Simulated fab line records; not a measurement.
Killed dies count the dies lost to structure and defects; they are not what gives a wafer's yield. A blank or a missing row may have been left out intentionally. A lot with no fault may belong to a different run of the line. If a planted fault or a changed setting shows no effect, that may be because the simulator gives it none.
Which tool is to blame? ; flow berkeleyCmos170 ; 14 lots with 42 wafers sampled at 4 steps, on a route of 331 steps

WHAT THE GAUGES READ, wafer by wafer
UCB170_FIELD_THK_MEAS_91.
lot;measured;on;FIELD_OXIDE_LEFT_2_THK (nm)
L122;day 5 23:59;filmMetro-04;338 336 336
L123;day 6 12:39;filmMetro-04;344 352 355
L124;day 6 18:25;filmMetro-02;368 365 377
L125;day 6 19:10;filmMetro-02;351 353 354
L126;day 7 05:46;filmMetro-03;368 356 360
L127;day 6 22:28;filmMetro-04;355 353 345
L128;day 6 22:44;filmMetro-02;339 353 351
L130;day 7 06:07;filmMetro-04;339 341 342
L132;day 7 19:04;filmMetro-02;358 349 346
L133;day 8 05:25;filmMetro-03;343 348 354
L134;day 8 11:37;filmMetro-03;346 342 354
L138;day 8 20:18;filmMetro-02;361 358 359
L139;day 9 09:19;filmMetro-03;356 356 351
L143;day 9 21:58;filmMetro-02;346 352 354

TOOL THAT RAN EACH LOT (tool first, then ch and the chambers of the sampled wafers, then the start)
lot;UCB170_ZERO_STRIP_07;UCB170_NWELL_IMPLANT_14;UCB170_PFIELD_STRIP_08
L122;plasmaAsher-02 ch 0,1, day 2 04:20;implanter-03 ch 0, day 2 18:13;plasmaAsher-03 ch 0,1, day 4 17:40
L123;plasmaAsher-04 ch 0,1, day 2 10:05;implanter-03 ch 0, day 2 23:00;plasmaAsher-04 ch 0,1, day 4 22:49
L124;plasmaAsher-04 ch 0,1, day 2 15:02;implanter-03 ch 0, day 3 04:27;plasmaAsher-02 ch 0,1, day 5 06:52
L125;plasmaAsher-02 ch 0,1, day 2 15:11;implanter-04 ch 0, day 3 04:12;plasmaAsher-04 ch 0,1, day 5 05:04
L126;plasmaAsher-02 ch 0,1, day 3 00:44;implanter-03 ch 0, day 3 16:49;plasmaAsher-02 ch 0,1, day 5 21:43
L127;plasmaAsher-03 ch 0,1, day 3 05:07;implanter-04 ch 0, day 3 16:42;plasmaAsher-02 ch 0,1, day 5 14:05
L128;plasmaAsher-04 ch 0,1, day 3 09:36;implanter-03 ch 0, day 3 20:13;plasmaAsher-02 ch 0,1, day 5 14:19
L130;plasmaAsher-02 ch 0,1, day 3 15:27;implanter-02 ch 0, day 4 01:44;plasmaAsher-03 ch 0,1, day 6 02:19
L132;plasmaAsher-03 ch 1, day 4 00:40;implanter-02 ch 0, day 4 10:26;plasmaAsher-03 ch 0,1, day 6 07:47
L133;plasmaAsher-02 ch 0,1, day 4 05:32;implanter-03 ch 0, day 4 16:53;plasmaAsher-02 ch 0,1, day 6 22:29
L134;plasmaAsher-02 ch 0, day 4 15:29;implanter-03 ch 0, day 5 01:11;plasmaAsher-02 ch 0,1, day 7 06:50
L138;plasmaAsher-02 ch 0,1, day 5 09:22;implanter-04 ch 0, day 5 21:46;plasmaAsher-04 ch 0,1, day 7 17:58
L139;plasmaAsher-03 ch 0,1, day 5 13:55;implanter-04 ch 0, day 6 03:48;plasmaAsher-03 ch 0,1, day 8 05:17
L143;plasmaAsher-03 ch 1, day 6 13:30;implanter-02 ch 0, day 7 00:13;plasmaAsher-04 ch 1, day 8 21:20
- UCB170_ZERO_STRIP_07: strips in O2.
- UCB170_NWELL_IMPLANT_14
- UCB170_PFIELD_STRIP_08: strips in O2.

AS READ BY THE TOOLS THEMSELVES (means over the sampled wafers that have a number; for cases with no such wafer, the mark the record gives instead)
UCB170_ZERO_STRIP_07.
lot;tool;chamberPressureMTorr (mTorr);drypumpMotorCurrentA (A);oesProductAu (a.u.);stripTimeToEndpointS (s)
L122;plasmaAsher-02;3498.5;5.8;0.728;21.55
L123;plasmaAsher-04;3501.1;5.4;0.727;21.46
L124;plasmaAsher-04;3501.2;5.3;0.730;21.45
L125;plasmaAsher-02;3499.2;5.9;0.729;21.61
L126;plasmaAsher-02;3500.5;5.9;0.724;21.57
L127;plasmaAsher-03;3499.6;5.6;0.730;21.53
L128;plasmaAsher-04;3501.7;5.3;0.730;21.59
L130;plasmaAsher-02;3499.6;5.9;0.728;21.54
L132;plasmaAsher-03;3501.0;5.9;0.725;21.54
L133;plasmaAsher-02;3503.9;5.8;0.729;21.46
L134;plasmaAsher-02;3499.8;5.7;0.727;21.55
L138;plasmaAsher-02;3498.8;5.8;0.730;21.54
L139;plasmaAsher-03;3499.8;5.6;0.724;21.41
L143;plasmaAsher-03;3502.7;5.9;0.722;21.53

UCB170_NWELL_IMPLANT_14.
lot;tool;beamOnS (s);tiltDeg (degrees)
L122;implanter-03;10.04;6.974
L123;implanter-03;10.09;7.001
L124;implanter-03;10.07;6.982
L125;implanter-04;10.08;7.010
L126;implanter-03;9.92;6.992
L127;implanter-04;10.19;7.020
L128;implanter-03;10.15;7.009
L130;implanter-02;9.87;6.985
L132;implanter-02;10.06;6.995
L133;implanter-03;10.05;6.985
L134;implanter-03;9.80;7.022
L138;implanter-04;9.99;7.728
L139;implanter-04;10.04;7.740
L143;implanter-02;10.17;7.017

UCB170_PFIELD_STRIP_08.
lot;tool;chamberPressureMTorr (mTorr);drypumpMotorCurrentA (A);oesProductAu (a.u.);stripTimeToEndpointS (s)
L122;plasmaAsher-03;3500.9;5.6;0.737;21.69
L123;plasmaAsher-04;3500.7;5.4;0.733;21.68
L124;plasmaAsher-02;3500.0;5.8;0.733;21.70
L125;plasmaAsher-04;3499.5;5.4;0.735;21.61
L126;plasmaAsher-02;3499.3;5.8;0.732;21.58
L127;plasmaAsher-02;3501.4;5.9;0.732;21.58
L128;plasmaAsher-02;3498.3;5.8;0.733;21.68
L130;plasmaAsher-03;3498.5;5.4;0.732;21.61
L132;plasmaAsher-03;3498.2;5.6;0.736;21.68
L133;plasmaAsher-02;3498.8;5.8;0.734;21.67
L134;plasmaAsher-02;3500.2;5.9;0.735;21.60
L138;plasmaAsher-04;3500.3;5.4;0.737;21.69
L139;plasmaAsher-03;3501.8;5.4;0.736;21.76
L143;plasmaAsher-04;3504.1;5.3;0.731;21.75

THE ANSWER, worked out from the rows above alone
Rule: usual is defined by the lots themselves. Put in order of their means at a reading, lots are off if they are a third of the lots or fewer, leave a main group of 4 or more, and stand apart from it by a gap of 3 or more times the standard deviation of the main group's means; of several such gaps the widest counts. If all means in a main group match to the digits the tables above print for the reading, that group is not used. Also off: a lot with no number at a reading for which 4 or more lots have one. Where the step has rows for the other lots, those lots are counted as sound. First the gauges in route order, then the tools' own readings, where a lot's mean is used as printed above. At the first step where some lot is off, the reading lying furthest off is the one used; lots without a number count as furthest.
Off: L138, L139, at UCB170_NWELL_IMPLANT_14 (tiltDeg). The main group: mean 6.999 degrees, standard deviation 0.016.
If a tool, at that step or one of the process steps before it, ran each lot that is off and ran no sound lot following the first of them, it fits. One fits: UCB170_NWELL_IMPLANT_14 on implanter-04. A fault onset in the window from L127 (day 3 16:42, its last sound lot) to L138 (day 5 21:46, its first lot off) fits.
The tool's own readings at UCB170_NWELL_IMPLANT_14 bear it out: on the lots that are off they differ by more than 5 times the standard deviation of the sound lots' means. tiltDeg reads 7.734 degrees there against 6.999 degrees on the sound lots.

WHAT THE SIMULATOR PUT IN
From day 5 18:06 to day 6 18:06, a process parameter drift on implanter-04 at UCB170_NWELL_IMPLANT_14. From 7, the setting tiltDeg moved by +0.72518. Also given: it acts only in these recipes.
Struck lots among those shown: L138, L139. The rule above found the same.
